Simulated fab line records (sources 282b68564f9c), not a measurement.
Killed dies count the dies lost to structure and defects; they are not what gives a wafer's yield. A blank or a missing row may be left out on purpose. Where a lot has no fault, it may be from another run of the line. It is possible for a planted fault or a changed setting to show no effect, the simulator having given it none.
Which tool is to blame? + flow ritCmos + 42 wafers from 14 lots sampled at 6 of the route's 202 steps

== WHAT THE GAUGES SHOWED, per wafer ==
RIT_SPACER_THK_MEAS_04. Usual: for SPACER_NITRIDE_THK the level is 251.0 nm and the standard deviation is 2.4.
| lot  | measured    | on           | SPACER_NITRIDE_THK (nm) | flag |
|------|-------------|--------------|-------------------------|------|
| L825 | day 2 20:47 | filmMetro-02 | 252.4 252.5 250.9       |      |
| L826 | day 3 02:48 | filmMetro-03 | 251.0 252.0 251.5       |      |
| L827 | day 3 08:36 | filmMetro-02 | 253.2 253.3 252.2       |      |
| L828 | day 3 12:51 | filmMetro-03 | 249.6 249.8 252.8       |      |
| L830 | day 3 21:55 | filmMetro-04 | 252.5 252.9 253.7       |      |
| L831 | day 4 04:31 | filmMetro-03 | 248.1 248.2 252.5       |      |
| L833 | day 4 15:08 | filmMetro-04 | 253.1 254.5 254.0       |      |
| L838 | day 5 20:51 | filmMetro-02 | 167.0 170.0 170.2       | OFF  |
| L839 | day 6 02:00 | filmMetro-04 | 172.2 168.0 170.2       | OFF  |
| L840 | day 6 05:31 | filmMetro-02 | 252.7 250.4 248.5       |      |
| L841 | day 6 13:55 | filmMetro-02 | 250.0 249.3 247.6       |      |
| L842 | day 6 17:11 | filmMetro-02 | 253.9 251.1 254.8       |      |
| L844 | day 7 07:10 | filmMetro-04 | 253.5 251.4 252.0       |      |
| L845 | day 7 09:07 | filmMetro-03 | 247.9 247.2 248.7       |      |

RIT_CONTACT_CD_MEAS_90 targets a cd of 1000 nm. Usual: cdNm at 1000.0 nm, with a standard deviation of 2.5.
| lot  | measured    | on       | cdNm (nm)            | flag |
|------|-------------|----------|----------------------|------|
| L825 | day 3 03:41 | cdSem-02 | 999.2 999.8 1000.5   |      |
| L826 | day 3 09:03 | cdSem-02 | 999.4 998.9 998.7    |      |
| L827 | day 3 15:13 | cdSem-02 | 996.3 996.8 999.3    |      |
| L828 | day 3 19:26 | cdSem-02 | 997.8 999.1 997.6    |      |
| L830 | day 4 04:37 | cdSem-01 | 999.6 997.6 998.9    |      |
| L831 | day 4 11:05 | cdSem-02 | 1003.9 1003.7 1001.6 |      |
| L833 | day 4 21:35 | cdSem-02 | 999.6 997.3 998.1    |      |
| L838 | day 6 03:13 | cdSem-02 | 998.5 997.0 1000.0   |      |
| L839 | day 6 08:22 | cdSem-02 | 1000.5 1001.9 999.0  |      |
| L840 | day 6 11:59 | cdSem-02 | 1002.8 1002.0 1001.9 |      |
| L841 | day 6 22:11 | cdSem-02 | 1002.6 1000.2 1003.2 |      |
| L842 | day 6 23:26 | cdSem-02 | 993.5 992.2 993.5    |      |
| L844 | day 7 14:00 | cdSem-02 | 999.9 1000.2 998.9   |      |
| L845 | day 7 15:59 | cdSem-02 | 997.7 999.6 999.8    |      |

== WHICH TOOL RAN EACH LOT (tool, then ch and the chambers of the sampled wafers, then the start) ==
| lot  | RIT_GATE_STRIP_20                  | RIT_SPACER_CVD_03          | RIT_SPACER_ETCHBACK_05           | RIT_SDANNEAL_RTA_03            |
|------|------------------------------------|----------------------------|----------------------------------|--------------------------------|
| L825 | plasmaAsher-04 ch 0, day 2 12:10   | lpcvd-01 ch 1, day 2 18:52 | rieDiel-01 ch 0,1,2, day 2 20:50 | rtpAnneal-02 ch 0, day 3 00:36 |
| L826 | plasmaAsher-01 ch 0,1, day 2 17:58 | lpcvd-02 ch 1, day 3 00:52 | rieDiel-01 ch 0,3, day 3 02:51   | rtpAnneal-01 ch 0, day 3 06:14 |
| L827 | plasmaAsher-04 ch 0,1, day 2 23:49 | lpcvd-01 ch 1, day 3 06:41 | rieDiel-04 ch 0,1,3, day 3 08:39 | rtpAnneal-02 ch 0, day 3 12:16 |
| L828 | plasmaAsher-01 ch 0,1, day 3 04:07 | lpcvd-02 ch 1, day 3 10:56 | rieDiel-02 ch 1,2,3, day 3 12:55 | rtpAnneal-01 ch 0, day 3 16:23 |
| L830 | plasmaAsher-04 ch 0,1, day 3 13:06 | lpcvd-01 ch 0, day 3 19:59 | rieDiel-02 ch 0,3, day 3 21:58   | rtpAnneal-01 ch 0, day 4 01:49 |
| L831 | plasmaAsher-02 ch 0,1, day 3 19:53 | lpcvd-01 ch 0, day 4 02:36 | rieDiel-01 ch 1,2,3, day 4 04:34 | rtpAnneal-02 ch 0, day 4 08:06 |
| L833 | plasmaAsher-04 ch 0,1, day 4 05:40 | lpcvd-01 ch 0, day 4 13:13 | rieDiel-02 ch 0,3, day 4 15:11   | rtpAnneal-02 ch 0, day 4 18:41 |
| L838 | plasmaAsher-02 ch 0,1, day 5 10:32 | lpcvd-02 ch 0, day 5 17:58 | rieDiel-04 ch 1,2, day 5 20:54   | rtpAnneal-01 ch 0, day 6 00:23 |
| L839 | plasmaAsher-02 ch 0,1, day 5 15:29 | lpcvd-02 ch 1, day 6 00:05 | rieDiel-02 ch 1,2,3, day 6 02:04 | rtpAnneal-02 ch 0, day 6 05:25 |
| L840 | plasmaAsher-02 ch 0,1, day 5 19:26 | lpcvd-01 ch 1, day 6 03:36 | rieDiel-04 ch 0,1,2, day 6 05:34 | rtpAnneal-01 ch 0, day 6 09:08 |
| L841 | plasmaAsher-01 ch 0,1, day 6 05:13 | lpcvd-01 ch 0, day 6 11:59 | rieDiel-01 ch 0,1,2, day 6 13:58 | rtpAnneal-02 ch 0, day 6 17:28 |
| L842 | plasmaAsher-02 ch 0,1, day 6 07:04 | lpcvd-01 ch 1, day 6 15:15 | rieDiel-02 ch 0,1,3, day 6 17:13 | rtpAnneal-01 ch 0, day 6 20:36 |
| L844 | plasmaAsher-01 ch 0,1, day 6 20:14 | lpcvd-01 ch 1, day 7 05:15 | rieDiel-04 ch 1,2,3, day 7 07:13 | rtpAnneal-01 ch 0, day 7 11:04 |
| L845 | plasmaAsher-01 ch 0,1, day 6 22:45 | lpcvd-01 ch 0, day 7 07:10 | rieDiel-01 ch 1,2,3, day 7 09:13 | rtpAnneal-02 ch 0, day 7 12:39 |
- RIT_GATE_STRIP_20: strips in O2, time 180 s.
- RIT_SPACER_CVD_03: deposits Si3N4 from SiH2Cl2/NH3, target thk 250 nm, time 3300 s.
- RIT_SPACER_ETCHBACK_05: etches Si3N4 in SF6/CHF3, stops on SiO2, target depth 250 nm, time 240 s.
- RIT_SDANNEAL_RTA_03: time 5 s.

== AS READ BY THE TOOLS THEMSELVES (means over the sampled wafers that have a number; for cases with no such wafer, the mark the record gives instead) ==
RIT_GATE_STRIP_20. Usual: drypumpMotorCurrentA at 5.27 A, with a standard deviation of 0.24.
| lot  | tool           | drypumpMotorCurrentA (A) | flag |
|------|----------------|--------------------------|------|
| L825 | plasmaAsher-04 | 5.07                     |      |
| L826 | plasmaAsher-01 | 5.48                     |      |
| L827 | plasmaAsher-04 | 5.00                     |      |
| L828 | plasmaAsher-01 | 5.46                     |      |
| L830 | plasmaAsher-04 | 5.02                     |      |
| L831 | plasmaAsher-02 | 5.24                     |      |
| L833 | plasmaAsher-04 | 5.01                     |      |
| L838 | plasmaAsher-02 | 5.37                     |      |
| L839 | plasmaAsher-02 | 5.23                     |      |
| L840 | plasmaAsher-02 | 5.38                     |      |
| L841 | plasmaAsher-01 | 5.49                     |      |
| L842 | plasmaAsher-02 | 5.24                     |      |
| L844 | plasmaAsher-01 | 5.47                     |      |
| L845 | plasmaAsher-01 | 5.48                     |      |

RIT_SPACER_CVD_03. Usual: spikeTcLoadC at 835.7 C, with a standard deviation of 1.8.
| lot  | tool     | spikeTcLoadC (C) | flag |
|------|----------|------------------|------|
| L825 | lpcvd-01 | 836.0            |      |
| L826 | lpcvd-02 | 837.8            |      |
| L827 | lpcvd-01 | 834.8            |      |
| L828 | lpcvd-02 | 837.6            |      |
| L830 | lpcvd-01 | 832.8            |      |
| L831 | lpcvd-01 | 833.4            |      |
| L833 | lpcvd-01 | 834.1            |      |
| L838 | lpcvd-02 | 835.1            |      |
| L839 | lpcvd-02 | 837.5            |      |
| L840 | lpcvd-01 | 834.2            |      |
| L841 | lpcvd-01 | 832.9            |      |
| L842 | lpcvd-01 | 835.3            |      |
| L844 | lpcvd-01 | 835.3            |      |
| L845 | lpcvd-01 | 834.1            |      |

RIT_SPACER_ETCHBACK_05. Usual: drypumpMotorCurrentA 5.5 A, standard deviation 0.37; oesProductAu 0.842 a.u., standard deviation 0.012; throttleValvePct 10.26 %, standard deviation 0.16.
| lot  | tool       | drypumpMotorCurrentA (A) | oesProductAu (a.u.) | throttleValvePct (%) | flag |
|------|------------|--------------------------|---------------------|----------------------|------|
| L825 | rieDiel-01 | 5.7                      | 0.841               | 10.19                |      |
| L826 | rieDiel-01 | 6.1                      | 0.833               | 10.26                |      |
| L827 | rieDiel-04 | 5.5                      | 0.855               | 10.40                |      |
| L828 | rieDiel-02 | 5.2                      | 0.842               | 10.24                |      |
| L830 | rieDiel-02 | 5.3                      | 0.829               | 10.14                |      |
| L831 | rieDiel-01 | 5.7                      | 0.839               | 10.13                |      |
| L833 | rieDiel-02 | 5.3                      | 0.829               | 10.21                |      |
| L838 | rieDiel-04 | 5.6                      | 0.654               | 10.39                | OFF  |
| L839 | rieDiel-02 | 5.2                      | 0.648               | 10.18                | OFF  |
| L840 | rieDiel-04 | 5.5                      | 0.850               | 10.48                |      |
| L841 | rieDiel-01 | 5.7                      | 0.836               | 10.19                |      |
| L842 | rieDiel-02 | 5.2                      | 0.839               | 10.19                |      |
| L844 | rieDiel-04 | 5.4                      | 0.858               | 10.32                |      |
| L845 | rieDiel-01 | 5.7                      | 0.833               | 10.12                |      |

RIT_SDANNEAL_RTA_03. Usual: wafer_temp_C_max at 1053.5, with a standard deviation of 1.1.
| lot  | tool         | wafer_temp_C_max | flag |
|------|--------------|------------------|------|
| L825 | rtpAnneal-02 | 1054.5           |      |
| L826 | rtpAnneal-01 | 1053.4           |      |
| L827 | rtpAnneal-02 | 1055.0           |      |
| L828 | rtpAnneal-01 | 1053.9           |      |
| L830 | rtpAnneal-01 | 1054.1           |      |
| L831 | rtpAnneal-02 | 1052.7           |      |
| L833 | rtpAnneal-02 | 1053.4           |      |
| L838 | rtpAnneal-01 | 1052.9           |      |
| L839 | rtpAnneal-02 | 1053.6           |      |
| L840 | rtpAnneal-01 | 1054.2           |      |
| L841 | rtpAnneal-02 | 1051.3           |      |
| L842 | rtpAnneal-01 | 1055.2           |      |
| L844 | rtpAnneal-01 | 1053.6           |      |
| L845 | rtpAnneal-02 | 1053.5           |      |

== THE ANSWER, worked out from the rows above alone ==
Rule: a lot is off if the mean of its wafers that have a number lies more than 3 standard deviations from the usual mean. Also off: a lot with no number at a reading for which 4 or more lots have one. The other lots that the step has rows for count as sound. After the gauges, taken in route order, come the tools' own readings; for these a lot's mean is taken, as printed above. The first step at which some lot is off is used, and at that step the reading that is off furthest; a lot without a number counts as furthest.
Off: L838, L839, seen at RIT_SPACER_THK_MEAS_04 (SPACER_NITRIDE_THK).
A tool fits if, at a process step before that reading, it ran every lot that is off, and no sound lot after the first of them. Not tried: the gauges at RIT_SPACER_THK_MEAS_04; whatever is off there is also off at RIT_SPACER_ETCHBACK_05, on other tools, and gauge error can't account for it. One candidate fits, namely lpcvd-02 at RIT_SPACER_CVD_03. A fault onset in the window from L828 (day 3 10:56, its last sound lot) to L838 (day 5 17:58, its first lot off) fits.

== WHAT THE SIMULATOR PUT IN ==
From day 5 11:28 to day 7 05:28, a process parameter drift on lpcvd-02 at RIT_SPACER_CVD_03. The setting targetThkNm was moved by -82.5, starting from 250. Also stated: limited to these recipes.
Struck lots among those shown: L838, L839. The same result came from the rule above.
